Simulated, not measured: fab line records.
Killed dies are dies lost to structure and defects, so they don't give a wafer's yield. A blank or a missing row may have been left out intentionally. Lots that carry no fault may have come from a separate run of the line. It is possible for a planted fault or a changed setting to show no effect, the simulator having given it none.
Which tool was responsible? || flow berkeley_cmos170 || Sampling: 14 lots, 42 wafers, 6 of 331 route steps

== WHAT THE GAUGES SHOWED, per wafer ==
UCB170_M2_CD_MEAS_15 targets a cd of 700 nm. Usual: 700.3 nm for cd_nm, sd 1.5.
{"lot": "L504", "measured": "day 6 23:03", "on": "cd_sem-01", "cd_nm (nm)": "696.9 697.5 696.7", "flag": ""}
{"lot": "L505", "measured": "day 7 11:38", "on": "cd_sem-01", "cd_nm (nm)": "702.2 699.7 698.7", "flag": ""}
{"lot": "L507", "measured": "day 8 01:49", "on": "cd_sem-01", "cd_nm (nm)": "701.3 700.2 702.0", "flag": ""}
{"lot": "L508", "measured": "day 8 02:03", "on": "cd_sem-02", "cd_nm (nm)": "700.5 699.7 699.1", "flag": ""}
{"lot": "L509", "measured": "day 8 11:25", "on": "cd_sem-02", "cd_nm (nm)": "697.3 698.3 700.2", "flag": ""}
{"lot": "L512", "measured": "day 9 01:25", "on": "cd_sem-02", "cd_nm (nm)": "699.9 702.1 701.8", "flag": ""}
{"lot": "L511", "measured": "day 9 10:38", "on": "cd_sem-02", "cd_nm (nm)": "700.7 701.6 702.0", "flag": ""}
{"lot": "L513", "measured": "day 9 10:55", "on": "cd_sem-01", "cd_nm (nm)": "699.5 700.0 700.1", "flag": ""}
{"lot": "L514", "measured": "day 9 21:49", "on": "cd_sem-02", "cd_nm (nm)": "704.1 701.0 703.8", "flag": ""}
{"lot": "L515", "measured": "day 10 10:36", "on": "cd_sem-02", "cd_nm (nm)": "699.8 700.1 698.0", "flag": ""}
{"lot": "L516", "measured": "day 10 21:04", "on": "cd_sem-02", "cd_nm (nm)": "700.5 698.9 700.3", "flag": ""}
{"lot": "L518", "measured": "day 11 05:37", "on": "cd_sem-02", "cd_nm (nm)": "697.9 697.8 697.8", "flag": ""}
{"lot": "L525", "measured": "day 12 06:31", "on": "cd_sem-01", "cd_nm (nm)": "702.9 701.9 700.6", "flag": ""}
{"lot": "L527", "measured": "day 13 05:44", "on": "cd_sem-01", "cd_nm (nm)": "698.4 698.9 699.3", "flag": ""}

UCB170_M3_OVL_MEAS_16. Usual: M3_OVL 1 nm, standard deviation 6.1.
{"lot": "L504", "measured": "day 7 04:20", "on": "overlay-01", "M3_OVL (nm)": "9 -3 6", "flag": ""}
{"lot": "L505", "measured": "day 7 18:14", "on": "overlay-01", "M3_OVL (nm)": "2 -4 -9", "flag": ""}
{"lot": "L507", "measured": "day 8 08:18", "on": "overlay-02", "M3_OVL (nm)": "2 -3 -4", "flag": ""}
{"lot": "L508", "measured": "day 8 08:54", "on": "overlay-01", "M3_OVL (nm)": "5 4 13", "flag": ""}
{"lot": "L509", "measured": "day 8 16:31", "on": "overlay-01", "M3_OVL (nm)": "-3 -4 2", "flag": ""}
{"lot": "L512", "measured": "day 9 06:32", "on": "overlay-02", "M3_OVL (nm)": "-8 -4 -5", "flag": ""}
{"lot": "L511", "measured": "day 9 18:32", "on": "overlay-02", "M3_OVL (nm)": "14 3 8", "flag": ""}
{"lot": "L513", "measured": "day 9 18:41", "on": "overlay-01", "M3_OVL (nm)": "5 -3 2", "flag": ""}
{"lot": "L514", "measured": "day 10 04:45", "on": "overlay-01", "M3_OVL (nm)": "4 -4 4", "flag": ""}
{"lot": "L515", "measured": "day 10 16:06", "on": "overlay-02", "M3_OVL (nm)": "4 -3 7", "flag": ""}
{"lot": "L516", "measured": "day 11 02:54", "on": "overlay-01", "M3_OVL (nm)": "-1 6 -1", "flag": ""}
{"lot": "L518", "measured": "day 11 12:47", "on": "overlay-01", "M3_OVL (nm)": "13 4 4", "flag": ""}
{"lot": "L525", "measured": "day 12 12:58", "on": "overlay-01", "M3_OVL (nm)": "16 10 4", "flag": ""}
{"lot": "L527", "measured": "day 13 12:04", "on": "overlay-02", "M3_OVL (nm)": "1 -2 -2", "flag": ""}

UCB170_M3_CD_MEAS_90 targets a cd of 700 nm. Usual: 700.1 nm for cd_nm, sd 2.8.
{"lot": "L504", "measured": "day 7 04:43", "on": "cd_sem-01", "cd_nm (nm)": "699.7 701.3 703.7", "flag": ""}
{"lot": "L505", "measured": "day 7 18:38", "on": "cd_sem-02", "cd_nm (nm)": "697.2 701.6 700.2", "flag": ""}
{"lot": "L507", "measured": "day 8 08:40", "on": "cd_sem-01", "cd_nm (nm)": "698.9 698.8 700.3", "flag": ""}
{"lot": "L508", "measured": "day 8 09:16", "on": "cd_sem-01", "cd_nm (nm)": "699.9 703.3 704.1", "flag": ""}
{"lot": "L509", "measured": "day 8 16:53", "on": "cd_sem-01", "cd_nm (nm)": "695.1 695.0 699.1", "flag": ""}
{"lot": "L512", "measured": "day 9 06:53", "on": "cd_sem-01", "cd_nm (nm)": "701.5 702.1 697.3", "flag": ""}
{"lot": "L511", "measured": "day 9 18:54", "on": "cd_sem-01", "cd_nm (nm)": "703.1 704.2 704.0", "flag": ""}
{"lot": "L513", "measured": "day 9 19:04", "on": "cd_sem-02", "cd_nm (nm)": "697.8 701.2 698.6", "flag": ""}
{"lot": "L514", "measured": "day 10 05:07", "on": "cd_sem-01", "cd_nm (nm)": "697.3 695.4 692.8", "flag": ""}
{"lot": "L515", "measured": "day 10 16:58", "on": "cd_sem-02", "cd_nm (nm)": "700.1 700.5 699.9", "flag": ""}
{"lot": "L516", "measured": "day 11 03:30", "on": "cd_sem-02", "cd_nm (nm)": "696.4 698.1 699.9", "flag": ""}
{"lot": "L518", "measured": "day 11 13:20", "on": "cd_sem-01", "cd_nm (nm)": "702.1 700.1 700.1", "flag": ""}
{"lot": "L525", "measured": "day 12 13:20", "on": "cd_sem-01", "cd_nm (nm)": "715.5 716.5 714.1", "flag": "OFF"}
{"lot": "L527", "measured": "day 13 12:26", "on": "cd_sem-02", "cd_nm (nm)": "721.4 720.3 716.7", "flag": "OFF"}

== EACH LOT AND THE TOOL THAT RAN IT (in order: tool; ch and the chambers of the sampled wafers; start) ==
{"lot": "L504", "UCB170_M2_METAL_ETCH_18": "rie_metal-04 ch 0,1, day 6 23:14", "UCB170_M3_METAL_ETCH_18": "rie_metal-02 ch 0,1, day 7 04:25", "UCB170_M3_STRIP_19": "plasma_asher-03 ch 0,1, day 7 04:36"}
{"lot": "L505", "UCB170_M2_METAL_ETCH_18": "rie_metal-04 ch 1, day 7 11:55", "UCB170_M3_METAL_ETCH_18": "rie_metal-02 ch 0,1, day 7 18:22", "UCB170_M3_STRIP_19": "plasma_asher-04 ch 0,1, day 7 18:31"}
{"lot": "L507", "UCB170_M2_METAL_ETCH_18": "rie_metal-03 ch 1, day 8 02:01", "UCB170_M3_METAL_ETCH_18": "rie_metal-01 ch 0,1, day 8 08:23", "UCB170_M3_STRIP_19": "plasma_asher-02 ch 0,1, day 8 08:34"}
{"lot": "L508", "UCB170_M2_METAL_ETCH_18": "rie_metal-04 ch 1, day 8 02:15", "UCB170_M3_METAL_ETCH_18": "rie_metal-02 ch 0,1, day 8 08:59", "UCB170_M3_STRIP_19": "plasma_asher-02 ch 1, day 8 09:10"}
{"lot": "L509", "UCB170_M2_METAL_ETCH_18": "rie_metal-04 ch 0,1, day 8 11:37", "UCB170_M3_METAL_ETCH_18": "rie_metal-03 ch 0,1, day 8 16:35", "UCB170_M3_STRIP_19": "plasma_asher-04 ch 0,1, day 8 16:47"}
{"lot": "L512", "UCB170_M2_METAL_ETCH_18": "rie_metal-04 ch 1, day 9 01:37", "UCB170_M3_METAL_ETCH_18": "rie_metal-02 ch 0,1, day 9 06:37", "UCB170_M3_STRIP_19": "plasma_asher-03 ch 0,1, day 9 06:47"}
{"lot": "L511", "UCB170_M2_METAL_ETCH_18": "rie_metal-04 ch 0,1, day 9 10:50", "UCB170_M3_METAL_ETCH_18": "rie_metal-01 ch 0,1, day 9 18:37", "UCB170_M3_STRIP_19": "plasma_asher-02 ch 0,1, day 9 18:48"}
{"lot": "L513", "UCB170_M2_METAL_ETCH_18": "rie_metal-02 ch 0,1, day 9 11:08", "UCB170_M3_METAL_ETCH_18": "rie_metal-03 ch 0,1, day 9 18:49", "UCB170_M3_STRIP_19": "plasma_asher-03 ch 0,1, day 9 18:58"}
{"lot": "L514", "UCB170_M2_METAL_ETCH_18": "rie_metal-04 ch 0,1, day 9 22:01", "UCB170_M3_METAL_ETCH_18": "rie_metal-02 ch 0,1, day 10 04:50", "UCB170_M3_STRIP_19": "plasma_asher-03 ch 0,1, day 10 05:01"}
{"lot": "L515", "UCB170_M2_METAL_ETCH_18": "rie_metal-03 ch 0,1, day 10 10:49", "UCB170_M3_METAL_ETCH_18": "rie_metal-02 ch 0, day 10 16:17", "UCB170_M3_STRIP_19": "plasma_asher-04 ch 0,1, day 10 16:34"}
{"lot": "L516", "UCB170_M2_METAL_ETCH_18": "rie_metal-02 ch 0,1, day 10 21:15", "UCB170_M3_METAL_ETCH_18": "rie_metal-03 ch 0,1, day 11 02:59", "UCB170_M3_STRIP_19": "plasma_asher-04 ch 0,1, day 11 03:10"}
{"lot": "L518", "UCB170_M2_METAL_ETCH_18": "rie_metal-04 ch 0,1, day 11 05:49", "UCB170_M3_METAL_ETCH_18": "rie_metal-01 ch 0, day 11 12:52", "UCB170_M3_STRIP_19": "plasma_asher-02 ch 0,1, day 11 13:14"}
{"lot": "L525", "UCB170_M2_METAL_ETCH_18": "rie_metal-02 ch 0,1, day 12 06:42", "UCB170_M3_METAL_ETCH_18": "rie_metal-01 ch 0,1, day 12 13:03", "UCB170_M3_STRIP_19": "plasma_asher-02 ch 0,1, day 12 13:14"}
{"lot": "L527", "UCB170_M2_METAL_ETCH_18": "rie_metal-02 ch 1, day 13 05:56", "UCB170_M3_METAL_ETCH_18": "rie_metal-01 ch 0, day 13 12:08", "UCB170_M3_STRIP_19": "plasma_asher-03 ch 0,1, day 13 12:20"}
- UCB170_M2_METAL_ETCH_18: etches Al in Cl2/BCl3, stops on SiO2, target depth 1170 nm, time 188.5 s.
- UCB170_M3_METAL_ETCH_18: etches Al in Cl2/BCl3, stops on SiO2, target depth 1170 nm, time 195 s.
- UCB170_M3_STRIP_19: strips in O2.

== AS READ BY THE TOOLS THEMSELVES (means over the sampled wafers that have a number; for cases with no such wafer, the mark the record gives instead) ==
UCB170_M2_METAL_ETCH_18. Usual: chamber_pressure_mTorr 12.001 mTorr, standard deviation 0.011; drypump_motor_current_A 5.7 A, standard deviation 0.31; oes_product_au 0.878 a.u., standard deviation 0.01; throttle_valve_pct 24.45 %, standard deviation 0.18.
{"lot": "L504", "tool": "rie_metal-04", "chamber_pressure_mTorr (mTorr)": 12.001, "drypump_motor_current_A (A)": 5.7, "oes_product_au (a.u.)": 0.879, "throttle_valve_pct (%)": 24.40, "flag": ""}
{"lot": "L505", "tool": "rie_metal-04", "chamber_pressure_mTorr (mTorr)": 12.000, "drypump_motor_current_A (A)": 6.0, "oes_product_au (a.u.)": 0.892, "throttle_valve_pct (%)": 24.64, "flag": ""}
{"lot": "L507", "tool": "rie_metal-03", "chamber_pressure_mTorr (mTorr)": 11.993, "drypump_motor_current_A (A)": 6.1, "oes_product_au (a.u.)": 0.855, "throttle_valve_pct (%)": 24.20, "flag": ""}
{"lot": "L508", "tool": "rie_metal-04", "chamber_pressure_mTorr (mTorr)": 11.999, "drypump_motor_current_A (A)": 6.0, "oes_product_au (a.u.)": 0.888, "throttle_valve_pct (%)": 24.64, "flag": ""}
{"lot": "L509", "tool": "rie_metal-04", "chamber_pressure_mTorr (mTorr)": 12.000, "drypump_motor_current_A (A)": 5.7, "oes_product_au (a.u.)": 0.879, "throttle_valve_pct (%)": 24.41, "flag": ""}
{"lot": "L512", "tool": "rie_metal-04", "chamber_pressure_mTorr (mTorr)": 12.004, "drypump_motor_current_A (A)": 6.0, "oes_product_au (a.u.)": 0.885, "throttle_valve_pct (%)": 24.64, "flag": ""}
{"lot": "L511", "tool": "rie_metal-04", "chamber_pressure_mTorr (mTorr)": 12.005, "drypump_motor_current_A (A)": 5.7, "oes_product_au (a.u.)": 0.884, "throttle_valve_pct (%)": 24.41, "flag": ""}
{"lot": "L513", "tool": "rie_metal-02", "chamber_pressure_mTorr (mTorr)": 12.003, "drypump_motor_current_A (A)": 5.3, "oes_product_au (a.u.)": 0.879, "throttle_valve_pct (%)": 24.42, "flag": ""}
{"lot": "L514", "tool": "rie_metal-04", "chamber_pressure_mTorr (mTorr)": 12.006, "drypump_motor_current_A (A)": 5.7, "oes_product_au (a.u.)": 0.880, "throttle_valve_pct (%)": 24.41, "flag": ""}
{"lot": "L515", "tool": "rie_metal-03", "chamber_pressure_mTorr (mTorr)": 12.009, "drypump_motor_current_A (A)": 6.0, "oes_product_au (a.u.)": 0.865, "throttle_valve_pct (%)": 24.40, "flag": ""}
{"lot": "L516", "tool": "rie_metal-02", "chamber_pressure_mTorr (mTorr)": 12.001, "drypump_motor_current_A (A)": 5.3, "oes_product_au (a.u.)": 0.884, "throttle_valve_pct (%)": 24.37, "flag": ""}
{"lot": "L518", "tool": "rie_metal-04", "chamber_pressure_mTorr (mTorr)": 12.001, "drypump_motor_current_A (A)": 5.9, "oes_product_au (a.u.)": 0.878, "throttle_valve_pct (%)": 24.53, "flag": ""}
{"lot": "L525", "tool": "rie_metal-02", "chamber_pressure_mTorr (mTorr)": 12.001, "drypump_motor_current_A (A)": 5.3, "oes_product_au (a.u.)": 0.879, "throttle_valve_pct (%)": 24.42, "flag": ""}
{"lot": "L527", "tool": "rie_metal-02", "chamber_pressure_mTorr (mTorr)": 11.988, "drypump_motor_current_A (A)": 5.2, "oes_product_au (a.u.)": 0.884, "throttle_valve_pct (%)": 24.48, "flag": ""}

UCB170_M3_METAL_ETCH_18. Usual: chamber_pressure_mTorr 12.000 mTorr, standard deviation 0.0092; drypump_motor_current_A 5.60 A, standard deviation 0.27; oes_product_au 0.862 a.u., standard deviation 0.0097; throttle_valve_pct 24.40 %, standard deviation 0.16.
{"lot": "L504", "tool": "rie_metal-02", "chamber_pressure_mTorr (mTorr)": 12.001, "drypump_motor_current_A (A)": 5.27, "oes_product_au (a.u.)": 0.864, "throttle_valve_pct (%)": 24.43, "flag": ""}
{"lot": "L505", "tool": "rie_metal-02", "chamber_pressure_mTorr (mTorr)": 11.998, "drypump_motor_current_A (A)": 5.38, "oes_product_au (a.u.)": 0.870, "throttle_valve_pct (%)": 24.38, "flag": ""}
{"lot": "L507", "tool": "rie_metal-01", "chamber_pressure_mTorr (mTorr)": 11.998, "drypump_motor_current_A (A)": 5.48, "oes_product_au (a.u.)": 0.849, "throttle_valve_pct (%)": 24.35, "flag": ""}
{"lot": "L508", "tool": "rie_metal-02", "chamber_pressure_mTorr (mTorr)": 11.998, "drypump_motor_current_A (A)": 5.36, "oes_product_au (a.u.)": 0.863, "throttle_valve_pct (%)": 24.38, "flag": ""}
{"lot": "L509", "tool": "rie_metal-03", "chamber_pressure_mTorr (mTorr)": 11.996, "drypump_motor_current_A (A)": 5.92, "oes_product_au (a.u.)": 0.865, "throttle_valve_pct (%)": 24.58, "flag": ""}
{"lot": "L512", "tool": "rie_metal-02", "chamber_pressure_mTorr (mTorr)": 12.004, "drypump_motor_current_A (A)": 5.30, "oes_product_au (a.u.)": 0.875, "throttle_valve_pct (%)": 24.43, "flag": ""}
{"lot": "L511", "tool": "rie_metal-01", "chamber_pressure_mTorr (mTorr)": 11.999, "drypump_motor_current_A (A)": 5.56, "oes_product_au (a.u.)": 0.845, "throttle_valve_pct (%)": 24.36, "flag": ""}
{"lot": "L513", "tool": "rie_metal-03", "chamber_pressure_mTorr (mTorr)": 11.996, "drypump_motor_current_A (A)": 6.01, "oes_product_au (a.u.)": 0.860, "throttle_valve_pct (%)": 24.40, "flag": ""}
{"lot": "L514", "tool": "rie_metal-02", "chamber_pressure_mTorr (mTorr)": 11.998, "drypump_motor_current_A (A)": 5.30, "oes_product_au (a.u.)": 0.874, "throttle_valve_pct (%)": 24.43, "flag": ""}
{"lot": "L515", "tool": "rie_metal-02", "chamber_pressure_mTorr (mTorr)": 12.018, "drypump_motor_current_A (A)": 5.44, "oes_product_au (a.u.)": 0.858, "throttle_valve_pct (%)": 24.32, "flag": ""}
{"lot": "L516", "tool": "rie_metal-03", "chamber_pressure_mTorr (mTorr)": 11.998, "drypump_motor_current_A (A)": 6.02, "oes_product_au (a.u.)": 0.861, "throttle_valve_pct (%)": 24.41, "flag": ""}
{"lot": "L518", "tool": "rie_metal-01", "chamber_pressure_mTorr (mTorr)": 12.010, "drypump_motor_current_A (A)": 5.60, "oes_product_au (a.u.)": 0.850, "throttle_valve_pct (%)": 24.35, "flag": ""}
{"lot": "L525", "tool": "rie_metal-01", "chamber_pressure_mTorr (mTorr)": 12.002, "drypump_motor_current_A (A)": 5.50, "oes_product_au (a.u.)": 0.765, "throttle_valve_pct (%)": 24.43, "flag": "OFF"}
{"lot": "L527", "tool": "rie_metal-01", "chamber_pressure_mTorr (mTorr)": 12.004, "drypump_motor_current_A (A)": 5.62, "oes_product_au (a.u.)": 0.755, "throttle_valve_pct (%)": 24.38, "flag": "OFF"}

UCB170_M3_STRIP_19. Usual: chamber_pressure_mTorr 3499.8 mTorr, standard deviation 3; drypump_motor_current_A 5.8 A, standard deviation 0.49; oes_product_au 0.563 a.u., standard deviation 0.014.
{"lot": "L504", "tool": "plasma_asher-03", "chamber_pressure_mTorr (mTorr)": 3502.1, "drypump_motor_current_A (A)": 6.0, "oes_product_au (a.u.)": 0.570, "flag": ""}
{"lot": "L505", "tool": "plasma_asher-04", "chamber_pressure_mTorr (mTorr)": 3499.1, "drypump_motor_current_A (A)": 6.2, "oes_product_au (a.u.)": 0.571, "flag": ""}
{"lot": "L507", "tool": "plasma_asher-02", "chamber_pressure_mTorr (mTorr)": 3499.7, "drypump_motor_current_A (A)": 5.3, "oes_product_au (a.u.)": 0.568, "flag": ""}
{"lot": "L508", "tool": "plasma_asher-02", "chamber_pressure_mTorr (mTorr)": 3500.8, "drypump_motor_current_A (A)": 5.4, "oes_product_au (a.u.)": 0.574, "flag": ""}
{"lot": "L509", "tool": "plasma_asher-04", "chamber_pressure_mTorr (mTorr)": 3500.4, "drypump_motor_current_A (A)": 6.2, "oes_product_au (a.u.)": 0.553, "flag": ""}
{"lot": "L512", "tool": "plasma_asher-03", "chamber_pressure_mTorr (mTorr)": 3504.2, "drypump_motor_current_A (A)": 6.0, "oes_product_au (a.u.)": 0.559, "flag": ""}
{"lot": "L511", "tool": "plasma_asher-02", "chamber_pressure_mTorr (mTorr)": 3500.0, "drypump_motor_current_A (A)": 5.3, "oes_product_au (a.u.)": 0.558, "flag": ""}
{"lot": "L513", "tool": "plasma_asher-03", "chamber_pressure_mTorr (mTorr)": 3499.3, "drypump_motor_current_A (A)": 6.2, "oes_product_au (a.u.)": 0.553, "flag": ""}
{"lot": "L514", "tool": "plasma_asher-03", "chamber_pressure_mTorr (mTorr)": 3500.1, "drypump_motor_current_A (A)": 6.1, "oes_product_au (a.u.)": 0.556, "flag": ""}
{"lot": "L515", "tool": "plasma_asher-04", "chamber_pressure_mTorr (mTorr)": 3502.2, "drypump_motor_current_A (A)": 5.9, "oes_product_au (a.u.)": 0.587, "flag": ""}
{"lot": "L516", "tool": "plasma_asher-04", "chamber_pressure_mTorr (mTorr)": 3499.1, "drypump_motor_current_A (A)": 5.9, "oes_product_au (a.u.)": 0.543, "flag": ""}
{"lot": "L518", "tool": "plasma_asher-02", "chamber_pressure_mTorr (mTorr)": 3498.7, "drypump_motor_current_A (A)": 5.3, "oes_product_au (a.u.)": 0.565, "flag": ""}
{"lot": "L525", "tool": "plasma_asher-02", "chamber_pressure_mTorr (mTorr)": 3499.5, "drypump_motor_current_A (A)": 5.3, "oes_product_au (a.u.)": 0.721, "flag": "OFF"}
{"lot": "L527", "tool": "plasma_asher-03", "chamber_pressure_mTorr (mTorr)": 3501.1, "drypump_motor_current_A (A)": 6.0, "oes_product_au (a.u.)": 0.721, "flag": "OFF"}

== THE ANSWER, worked out from the rows above alone ==
Rule: a lot is off if the mean of its wafers that have a number lies more than 3 standard deviations from the usual mean. A lot without any number at a reading at which 4 lots or more have one is off too. The other lots that the step has rows for count as sound. The gauges are gone through in route order, then the tools' own readings, and for those a lot's mean is taken as printed above. At the first step where some lot is off, the reading lying furthest off is the one used; lots without a number count as furthest.
Off, at UCB170_M3_CD_MEAS_90 on cd_nm: L525, L527.
If a tool, at a process step before that reading, ran all the lots that are off and no sound lot after the first of them, it fits. Not tried: the gauges at UCB170_M3_CD_MEAS_90; whatever is off there is also off at UCB170_M3_METAL_ETCH_18, on other tools, and gauge error can't account for it. Undecided on this evidence; 2 tools fit (rie_metal-02 at UCB170_M2_METAL_ETCH_18, rie_metal-01 at UCB170_M3_METAL_ETCH_18).

== WHAT THE SIMULATOR PUT IN ==
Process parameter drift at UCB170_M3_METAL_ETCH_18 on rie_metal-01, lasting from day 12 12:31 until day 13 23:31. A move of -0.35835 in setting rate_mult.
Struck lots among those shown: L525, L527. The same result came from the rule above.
